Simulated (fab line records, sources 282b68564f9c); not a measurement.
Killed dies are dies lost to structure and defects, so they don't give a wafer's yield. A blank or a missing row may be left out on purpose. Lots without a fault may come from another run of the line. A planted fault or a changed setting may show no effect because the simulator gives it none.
Problem report in the 8D (eight disciplines) form, filled by code | flow rit_cmos | the parts of the form that need people (team, actions taken, sign-off) are left out

1. THE PROBLEM
wafer_temp_C_max at RIT_SILICIDE_RTA_04 reads a mean of 593.4 on 6 wafers of 2 lots; wafers without a fault read 653.5 with a standard deviation of 0.71. That is -85 standard deviations from the usual mean.
The step: time 10 s, ramp up 5 s, ramp down 5 s.
First seen on wafer L755.1, day 5 11:58, on rtp_anneal-02. The record holds 42 wafers of 14 lots with a number at this step. Rule for "out", or "out of limits": more than 4 standard deviations from the usual mean. The other wafers with a number count as sound.

2. WHAT IT IS AND WHAT IT IS NOT
question                    | is                     | is not
which readings at this step | wafer_temp_C_max       | -
which lots                  | L755, L757             | L747, L748, L749, L750, L753, L754, L762, L763, L764, L765, L766, L768
which wafers of those lots  | all that have a number | -
read on which tools         | rtp_anneal-02          | rtp_anneal-01
when                        | from day 5 11:58       | up to then (18 sound wafers); but 18 sound wafers of L762, L763, L764, L765, L766, L768 came after

3. SUSPECTS, AND WHAT RULES EACH OUT
Counting: a tool at a process step up to the reading stays a suspect if it ran every lot that is out and no sound lot after the first of them.
- rtp_anneal-02 at RIT_SILICIDE_RTA_04 (time 10 s, ramp up 5 s, ramp down 5 s): kept. It ran every lot that is out, first L755 (day 5 11:58), and no sound lot after that; its last sound lot up to then is L753 (day 4 16:07). Its own readings are out on those wafers: wafer_temp_C_max.
Left after counting: rtp_anneal-02 at RIT_SILICIDE_RTA_04.

4. THE CAUSE (what the simulator had put in)
Process parameter drift: rtp_anneal-02, from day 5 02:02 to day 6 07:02, at RIT_SILICIDE_RTA_04. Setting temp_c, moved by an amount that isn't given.
Counting left only this tool.

5. THE CHAIN OF EFFECTS, in route order
Each row: a reading whose mean over the struck wafers that have a number lies more than 3 standard deviations from the usual. Only readings for which the record gives a usual standard deviation are gone through. hours: the time from each lot's start at the first step in this table that gives one to its start at this step, as a median over the lots. sigmas: the change in usual standard deviations.
hours | step                | reading          | usual | on struck wafers | change | sigmas
0     | RIT_SILICIDE_RTA_04 | wafer_temp_C_max | 653.5 | 593.4            | -60.1  | -85
The process steps in it:
- RIT_SILICIDE_RTA_04: time 10 s, ramp up 5 s, ramp down 5 s.

6. WHAT WOULD HAVE CAUGHT IT SOONER
In this record the first reading out of limits was taken at day 5 11:58, 10 hours after the fault began at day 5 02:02.
